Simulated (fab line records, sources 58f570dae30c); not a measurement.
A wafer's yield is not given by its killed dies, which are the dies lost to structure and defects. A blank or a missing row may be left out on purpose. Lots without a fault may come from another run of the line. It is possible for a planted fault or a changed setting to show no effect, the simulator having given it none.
What tool caused it?    flow berkeleyCmos170    13 lots, 39 wafers sampled, at 4 steps of a route of 331

## WHAT THE GAUGES READ, wafer by wafer
UCB170_M3_BOW_MEAS_20.
lot   measured      on            M3_BOW (um)
L875  day 8 14:55   filmMetro-03  36 32 35
L876  day 8 15:47   filmMetro-01  33 39 23
L877  day 8 16:22   filmMetro-01  37 35 42
L878  day 8 16:28   filmMetro-04  29 34 40
L879  day 8 20:14   filmMetro-03  44 24 41
L880  day 9 02:20   filmMetro-01  41 36 37
L887  day 10 11:29  filmMetro-04  38 36 30
L886  day 10 11:53  filmMetro-01  32 37 26
L889  day 10 12:10  filmMetro-03  37 34 23
L891  day 11 00:22  filmMetro-01  37 41 34
L893  day 12 01:54  filmMetro-03  33 26 36
L896  day 12 07:52  filmMetro-01  38 27 38
L895  day 12 08:17  filmMetro-04  30 28 42

## EACH LOT AND THE TOOL THAT RAN IT (in order: tool; ch and the chambers of the sampled wafers; start)
lot   UCB170_M2_ETCH_17                  UCB170_M3_PRE_CLEAN_00       UCB170_M3_ETCH_17
L875  rieDiel-04 ch 0,1,3, day 8 08:32   pvdSputter-04, day 8 11:40   rieDiel-02 ch 0,1,3, day 8 14:26
L876  rieDiel-01 ch 0,2, day 8 08:55     pvdSputter-02, day 8 12:56   rieDiel-04 ch 1,2,3, day 8 15:20
L877  rieDiel-03 ch 0,2,3, day 8 09:11   pvdSputter-03, day 8 13:20   rieDiel-02 ch 1,2,3, day 8 15:54
L878  rieDiel-04 ch 0,2,3, day 8 09:16   pvdSputter-04, day 8 13:37   rieDiel-04 ch 1,2,3, day 8 15:59
L879  rieDiel-01 ch 1,2,3, day 8 14:22   pvdSputter-04, day 8 17:16   rieDiel-04 ch 0,1,3, day 8 19:46
L880  rieDiel-01 ch 0,1,3, day 8 19:56   pvdSputter-02, day 8 23:37   rieDiel-02 ch 1,2,3, day 9 01:52
L887  rieDiel-01 ch 1,2,3, day 10 05:32  pvdSputter-04, day 10 08:39  rieDiel-04 ch 0,2, day 10 11:02
L886  rieDiel-04 ch 0,3, day 10 05:46    pvdSputter-03, day 10 08:56  rieDiel-02 ch 0,1, day 10 11:26
L889  rieDiel-03 ch 0,1,2, day 10 06:36  pvdSputter-02, day 10 09:20  rieDiel-01 ch 1,2,3, day 10 11:43
L891  rieDiel-01 ch 0,1,2, day 10 18:38  pvdSputter-04, day 10 21:43  rieDiel-02 ch 0,3, day 10 23:53
L893  rieDiel-03 ch 0,2, day 11 19:37    pvdSputter-02, day 11 23:01  rieDiel-02 ch 2,3, day 12 01:27
L896  rieDiel-04 ch 0,1,2, day 12 02:11  pvdSputter-02, day 12 05:10  rieDiel-01 ch 1,2,3, day 12 07:25
L895  rieDiel-01 ch 1,2, day 12 02:24    pvdSputter-03, day 12 05:31  rieDiel-04 ch 0,2, day 12 07:50
- UCB170_M2_ETCH_17: etches BARC in N2/H2.
- UCB170_M3_PRE_CLEAN_00: preclean etch time 60 s.
- UCB170_M3_ETCH_17: etches BARC in N2/H2.

## WHAT THE TOOLS THEMSELVES READ (means of the sampled wafers that have a number; where no wafer has one, the mark that the record gives instead)
UCB170_M2_ETCH_17.
lot   tool        drypumpMotorCurrentA (A)  oesProductAu (a.u.)  throttleValvePct (%)
L875  rieDiel-04  5.6                       1.007                13.30
L876  rieDiel-01  5.5                       1.018                13.37
L877  rieDiel-03  5.4                       0.980                13.20
L878  rieDiel-04  5.3                       1.019                13.21
L879  rieDiel-01  5.7                       0.989                13.24
L880  rieDiel-01  5.4                       0.991                13.20
L887  rieDiel-01  5.7                       0.998                13.25
L886  rieDiel-04  5.6                       1.015                13.25
L889  rieDiel-03  5.4                       0.972                13.13
L891  rieDiel-01  5.6                       1.020                13.33
L893  rieDiel-03  5.4                       0.979                13.22
L896  rieDiel-04  5.6                       1.003                13.37
L895  rieDiel-01  5.7                       0.993                13.28

UCB170_M3_ETCH_17.
lot   tool        drypumpMotorCurrentA (A)  oesProductAu (a.u.)  throttleValvePct (%)
L875  rieDiel-02  5.5                       0.997                13.47
L876  rieDiel-04  5.3                       1.005                13.27
L877  rieDiel-02  5.8                       1.010                13.34
L878  rieDiel-04  5.3                       1.006                13.27
L879  rieDiel-04  5.6                       1.001                13.31
L880  rieDiel-02  5.8                       1.008                13.34
L887  rieDiel-04  5.3                       1.023                13.27
L886  rieDiel-02  5.4                       0.987                13.49
L889  rieDiel-01  5.7                       0.994                13.25
L891  rieDiel-02  5.5                       1.015                13.43
L893  rieDiel-02  5.8                       1.024                13.30
L896  rieDiel-01  5.7                       1.005                13.24
L895  rieDiel-04  5.6                       1.010                13.30

## THE ANSWER, worked out from the rows above alone
Rule: the usual values come from the lots themselves. Put in order of their means at a reading, lots are off if they are a third of the lots or fewer, leave a main group of 4 or more, and stand apart from it by a gap of 3 or more times the standard deviation of the main group's means; of several such gaps the widest counts. Not used: any main group whose means are identical at the precision the tables above print for the reading. Also off: a lot with no number at a reading for which 4 or more lots have one. All remaining lots with rows at the step are treated as sound. First the gauges in route order, then the tools' own readings, where a lot's mean is used as printed above. At the first step where some lot is off, the reading lying furthest off is the one used; lots without a number count as furthest.
No lot is off at any reading shown: from this, nothing can be told.

## WHAT THE SIMULATOR HAD PUT IN
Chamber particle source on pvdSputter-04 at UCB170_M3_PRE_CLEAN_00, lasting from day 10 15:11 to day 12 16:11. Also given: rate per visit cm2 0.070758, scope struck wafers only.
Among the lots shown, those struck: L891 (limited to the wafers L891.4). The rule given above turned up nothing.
